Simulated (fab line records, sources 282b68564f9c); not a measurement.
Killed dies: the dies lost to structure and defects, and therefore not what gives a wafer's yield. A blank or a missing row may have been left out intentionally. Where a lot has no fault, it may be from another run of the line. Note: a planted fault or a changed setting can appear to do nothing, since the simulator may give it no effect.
Comparing a struck lot with a sound one    flow rit cmos    39 steps out of a route of 202
Sound: wafers L965.1, L965.5, L965.6. The struck wafers were L970.1, L970.3, L970.6. The cause is named last.
At each step with rows: each side's tool, then ch and its chambers, then its first start. Under that, the readings that differ: sound wafers    struck wafers    difference of the means    sigmas: that difference in standard deviations of wafers without a fault.
alike: readings whose means differ by less than 2 such deviations, and words and numbers that are the same on both sides. not compared: withheld readings, readings that some wafer has no value for, bounds like >300 that may hide the same value, and numbers for which the record gives no deviation and whose values overlap.
A row with sigmas, a row that says differs or no value, or rows on one side alone: a step with any of these is where the two part. Numbers that have no deviation but don't overlap get no sigmas and don't part them. A reading that every wafer of one side lacks parts them only if that side has two wafers or more.

first, 3 steps without rows for these wafers: RIT_GATE_EXPOSE_13 (exposes mask M6, target cd 150 nm); RIT_GATE_PEB_14; RIT_GATE_DEVELOP_15 (develop time 50 s).
RIT_GATE_CD_MEAS_16: target cd 150 nm.
  sound on cd sem-01 at day 4 05:01; struck on cd sem-01 at day 4 23:44
  alike: cd nm
RIT_GATE_OVL_MEAS_17:
  sound on overlay-02 at day 4 05:08; struck on overlay-01 at day 4 23:51
  alike: GATE_OVL
then, 1 step without rows for these wafers: RIT_GATE_HARDBAKE_18 (time 60 s).
RIT_GATE_ETCH_19: etches poly-Si in SF6/CHF3/O2, stops on SiO2, time 165 s, target depth 312.5 nm.
  sound on rie si-02 ch 0,1,2, day 4 05:19; struck on rie si-01 ch 2,3, day 5 00:02
  alike: drypump motor current A, oes product au, rf fwd power W, throttle valve pct
  not compared: rf hours counter h
RIT_GATE_STRIP_20: strips in O2, time 180 s.
  sound on plasma asher-01 ch 0,1, day 4 05:26; struck on plasma asher-04 ch 0, day 5 00:08
  alike: drypump motor current A, rf refl power W
  not compared: rf hours counter h
RIT_GATE_CD_MEAS_90: target cd 150 nm.
  sound on cd sem-02 at day 4 05:37; struck on cd sem-02 at day 5 00:19
  alike: cd nm
then, 3 steps without rows for these wafers: RIT_REOX_CLEAN_00 (cleans in SC1, time 600 s); RIT_REOX_CLEAN_01 (cleans in dHF, time 30 s); RIT_REOX_CLEAN_02 (cleans in SC2, time 600 s).
RIT_REOX_OXIDATION_03: target thk 25.2 nm, ox time 5580 s.
  sound on furnace-02 ch 0, day 4 06:05; struck on furnace-02 ch 0, day 5 00:49
reading                                      sound                 struck               difference  sigmas
spike tc centre C (C)                        899.9 901.1 900.7     875.7 875.7 878.6    -23.9       -20
spike tc load C (C)                          922.7 924.2 921.9     899.4 898.8 899.0    -23.9       -11
spike tc source C (C)                        924 924 922           898 898 899          -25         -8
tube center temp C (C)                       899.88 899.88 900.17  874.9 875.15 875.13  -24.9       -99 or more
tube_center_temp_C_max                       902.3 902.1 901.8     876.7 877.6 878.1    -24.6       -65
model.SiO2_of_REOX_OXIDATION_03.thk nm (nm)  25.16 25.4 25.82      19.77 19.64 20.03    -5.65       
RIT_REOX_THK_MEAS_04:
  sound on film metro-01 at day 4 08:38; struck on film metro-03 at day 5 03:22
reading              sound           struck          difference  sigmas
REOX_OXIDE_THK (nm)  25.1 25.4 25.8  19.8 19.7 20.0  -5.6        -11
then, 6 steps without rows for these wafers: RIT_NLDD_HMDS_00 (prime time 60 s); RIT_NLDD_COAT_01 (resist thk 1000 nm); RIT_NLDD_SOFTBAKE_02 (time 60 s); RIT_NLDD_EXPOSE_03 (exposes mask M7, target cd 40700 nm); RIT_NLDD_PEB_04; RIT_NLDD_DEVELOP_05 (develop time 50 s).
RIT_NLDD_OVL_MEAS_06:
  sound on overlay-01 at day 4 09:41; struck on overlay-01 at day 5 04:17
reading        sound        struck         difference  sigmas
NLDD_OVL (nm)  3.8 3.0 1.4  -1.6 -0.7 0.5  -3.3        -2
then, 2 steps without rows for these wafers: RIT_NLDD_HARDBAKE_07 (time 60 s); RIT_NLDD_IMPLANT_08.
RIT_NLDD_STRIP_09: strips in O2, time 180 s.
  sound on plasma asher-03 ch 0,1, day 4 10:01; struck on plasma asher-04 ch 0,1, day 5 04:37
  alike: drypump motor current A, rf refl power W
  not compared: rf hours counter h
RIT_NLDD_TW_MEAS_10:
  sound on film metro-02 at day 4 10:11; struck on film metro-04 at day 5 04:47
  alike: NLDD_TW
then, 6 steps without rows for these wafers: RIT_PLDD_HMDS_00 (prime time 60 s); RIT_PLDD_COAT_01 (resist thk 1000 nm); RIT_PLDD_SOFTBAKE_02 (time 60 s); RIT_PLDD_EXPOSE_03 (exposes mask M8, target cd 40900 nm); RIT_PLDD_PEB_04; RIT_PLDD_DEVELOP_05 (develop time 50 s).
RIT_PLDD_OVL_MEAS_06:
  sound on overlay-01 at day 4 11:06; struck on overlay-01 at day 5 05:59
reading        sound        struck          difference  sigmas
PLDD_OVL (nm)  1.7 2.8 1.1  -3.3 -2.4 -4.6  -5.3        -4
then, 2 steps without rows for these wafers: RIT_PLDD_HARDBAKE_07 (time 60 s); RIT_PLDD_IMPLANT_08.
RIT_PLDD_STRIP_09: strips in O2, time 180 s.
  sound on plasma asher-04 ch 0,1, day 4 11:26; struck on plasma asher-04 ch 0,1, day 5 06:35
  alike: drypump motor current A, rf refl power W
  not compared: rf hours counter h
RIT_PLDD_TW_MEAS_10:
  sound on film metro-03 at day 4 11:37; struck on film metro-03 at day 5 06:46
reading  sound           struck          difference  sigmas
PLDD_TW  2356 2358 2347  2326 2338 2324  -24         -2
RIT_SPACER_CLEAN_00: cleans in SC1, time 600 s.
  sound on wet bench-04 ch 2, day 4 11:40; struck on wet bench-04 ch 2, day 5 06:50
reading                                      sound              struck             difference  sigmas
model.SiO2_of_REOX_OXIDATION_03.thk nm (nm)  23.25 23.45 23.83  18.25 18.13 18.48  -5.22       
then, 1 step without rows for these wafers: RIT_SPACER_CLEAN_01 (cleans in dHF, time 30 s).
RIT_M1_PROBE_99:
  sound on prober-02 at day 5 00:43; struck on prober-01 at day 5 20:02
reading                              sound              struck             difference  sigmas
model.etest.pmos turned.r on ohm um  3524 3436 3571     2892 2821 2916     -634        
model.etest.pmos_0p3.r on ohm um     6490 6232 6443     5859 5836 5908     -521        
model.etest.pmos_0p15.r on ohm um    2781 2710 2827     2425 2361 2437     -365        
model.etest.pldd.rs ohm sq           538 540.9 571.7    330.3 326.2 335.4  -219.6      
model.etest.nmos_0p15.r on ohm um    1114 1082 1114     1039 1005 1040     -75         
model.etest.nmos_0p3.r on ohm um     2163 2086 2152     2048 2047 2042     -88         
model.etest.nldd.rs ohm sq           377.7 382.5 387.7  304.9 303.1 304.7  -78.4       
model.etest.nmos turned.drive ua um  328.1 337.8 323.8  398.2 409.4 394.3  +70.7       
  alike: killed at contacts, killed at front end, killed dies, killed open, killed short

## WHERE THEY PART
Last at RIT_PLDD_TW_MEAS_10 as far as this record goes, first at RIT_REOX_OXIDATION_03. Later steps at which nothing parts them and some readings are alike: RIT_M1_PROBE_99.

WHY: whatever the simulator had introduced
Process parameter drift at RIT_REOX_OXIDATION_03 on furnace-02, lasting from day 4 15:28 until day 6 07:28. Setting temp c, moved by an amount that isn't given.
